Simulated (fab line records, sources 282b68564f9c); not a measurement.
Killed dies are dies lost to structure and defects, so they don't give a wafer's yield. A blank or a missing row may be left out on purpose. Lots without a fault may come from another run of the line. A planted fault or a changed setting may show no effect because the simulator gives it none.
Which tool did it? | flow rit_cmos | 14 lots, 42 wafers sampled, at 1 step of a route of 202

WHAT THE GAUGES READ, wafer by wafer
RIT_NRETRO_OVL_MEAS_06.
lot  | measured    | on         | NRETRO_OVL (nm)
L690 | day 2 11:20 | overlay-01 | -0.6 -1.3 -0.6
L691 | day 2 15:52 | overlay-02 | -2.2 -1.9 -2.7
L692 | day 2 21:52 | overlay-01 | 0.7 0.8 -0.8
L693 | day 3 02:04 | overlay-01 | 1.3 2.0 1.4
L697 | day 3 22:07 | overlay-01 | 0.4 -0.1 -0.5
L700 | day 4 13:35 | overlay-02 | 2.0 0.2 0.1
L702 | day 4 22:09 | overlay-02 | -2.9 -1.8 -0.9
L704 | day 5 09:17 | overlay-02 | -0.4 -0.8 0.1
L705 | day 5 14:17 | overlay-01 | -0.2 -3.1 -1.9
L706 | day 5 18:09 | overlay-01 | 0.5 0.7 0.5
L707 | day 5 22:49 | overlay-01 | 0.7 -0.3 -0.3
L708 | day 6 05:18 | overlay-01 | -0.2 0.2 -1.1
L710 | day 6 14:04 | overlay-02 | -0.8 -2.1 -1.7
L712 | day 7 00:01 | overlay-02 | -1.4 -1.1 -3.3

WHICH TOOL RAN EACH LOT (tool, then ch and the chambers of the sampled wafers, then the start)
The record holds no process step before these readings.

WHAT THE TOOLS THEMSELVES READ (means of the sampled wafers that have a number; where no wafer has one, the mark that the record gives instead)
The record holds no such reading with a usual standard deviation.

THE ANSWER, worked out from the rows above alone
Rule: what is usual is taken from the lots themselves. Put in order of their means at a reading, lots are off if they are a third of the lots or fewer, leave a main group of 4 or more, and stand apart from it by a gap of 3 or more times the standard deviation of the main group's means; of several such gaps the widest counts. A main group whose means are all the same, to the digits that the tables above print for the reading, isn't used. A lot without any number at a reading at which 4 lots or more have one is off too. The other lots that the step has rows for count as sound. The gauges are gone through in route order, then the tools' own readings, and for those a lot's mean is taken as printed above. The first step at which some lot is off is used, and at that step the reading that is off furthest; a lot without a number counts as furthest.
No lot is off at any reading shown: from this, nothing can be told.

WHAT THE SIMULATOR HAD PUT IN
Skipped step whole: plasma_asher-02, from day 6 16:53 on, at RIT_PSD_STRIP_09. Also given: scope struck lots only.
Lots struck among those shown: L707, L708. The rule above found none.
